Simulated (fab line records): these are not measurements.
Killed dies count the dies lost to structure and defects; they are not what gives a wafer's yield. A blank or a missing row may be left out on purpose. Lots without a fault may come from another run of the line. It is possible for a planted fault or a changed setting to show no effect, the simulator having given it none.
Which tool did it? -- flow berkeley_cmos170 -- 21 wafers from 7 lots sampled at 4 of the route's 331 steps

== WHAT THE GAUGES SHOWED, per wafer ==
UCB170_V1_BOW_MEAS_03.
lot,measured,on,V1_BOW (um)
L379,day 7 22:49,film_metro-03,11 20 18
L382,day 8 09:40,film_metro-03,23 13 26
L386,day 9 02:28,film_metro-04,16 16 11
L387,day 9 15:23,film_metro-03,35 30 37
L394,day 11 00:38,film_metro-01,23 15 13
L396,day 11 04:25,film_metro-01,22 16 13
L400,day 11 23:59,film_metro-01,18 16 23

== EACH LOT AND THE TOOL THAT RAN IT (in order: tool; ch and the chambers of the sampled wafers; start) ==
lot,UCB170_NSD_STRIP_09,UCB170_SDANNEAL_RTA_01,UCB170_V1_CMP_02
L379,"plasma_asher-02 ch 0,1, day 7 08:59","rtp_anneal-01 ch 0, day 7 10:07","cmp-01 ch 0,1, day 7 22:30"
L382,"plasma_asher-03 ch 0,1, day 7 20:22","rtp_anneal-02 ch 0, day 7 21:28","cmp-01 ch 0,3, day 8 09:20"
L386,"plasma_asher-02 ch 0,1, day 8 11:36","rtp_anneal-01 ch 0, day 8 12:51","cmp-01 ch 0,1,2, day 9 02:10"
L387,"plasma_asher-03 ch 0,1, day 9 02:55","rtp_anneal-01 ch 0, day 9 04:08","cmp-01 ch 0,1,3, day 9 15:05"
L394,"plasma_asher-02 ch 0,1, day 10 10:47","rtp_anneal-01 ch 0, day 10 12:09","cmp-02 ch 0,1, day 11 00:20"
L396,"plasma_asher-03 ch 0,1, day 10 11:08","rtp_anneal-01 ch 0, day 10 12:37","cmp-02 ch 2,3, day 11 04:04"
L400,"plasma_asher-03 ch 0,1, day 11 08:52","rtp_anneal-02 ch 0, day 11 10:15","cmp-02 ch 0,1, day 11 23:40"
- UCB170_NSD_STRIP_09: strips in O2.
- UCB170_SDANNEAL_RTA_01: time 5 s.
- UCB170_V1_CMP_02: polishes SiO2.

== THE ANSWER, worked out from the rows above alone ==
Rule: usual is defined by the lots themselves. The widest of any qualifying gaps counts: lots, ordered by their means at a reading, are off when they make up no more than a third of the lots, leave a main group of 4 or more, and stand apart from it by 3 or more times the standard deviation of that group's means. A main group whose means are all the same, to the digits that the tables above print for the reading, isn't used. Also off: a lot with no number at a reading for which 4 or more lots have one. Any other lot the step has rows for is counted as sound.
Off: at UCB170_V1_BOW_MEAS_03 (V1_BOW), L387. Mean 17 um and standard deviation 2 in the main group.
If a tool, at a process step before that reading, ran all the lots that are off and no sound lot after the first of them, it fits. Those tools and the gauges at UCB170_V1_BOW_MEAS_03 are tried in the same way. 2 tools fit, cmp-01 at UCB170_V1_CMP_02 and film_metro-03 at UCB170_V1_BOW_MEAS_03, so this cannot tell which one it is.

== WHAT WAS PUT IN BY THE SIMULATOR ==
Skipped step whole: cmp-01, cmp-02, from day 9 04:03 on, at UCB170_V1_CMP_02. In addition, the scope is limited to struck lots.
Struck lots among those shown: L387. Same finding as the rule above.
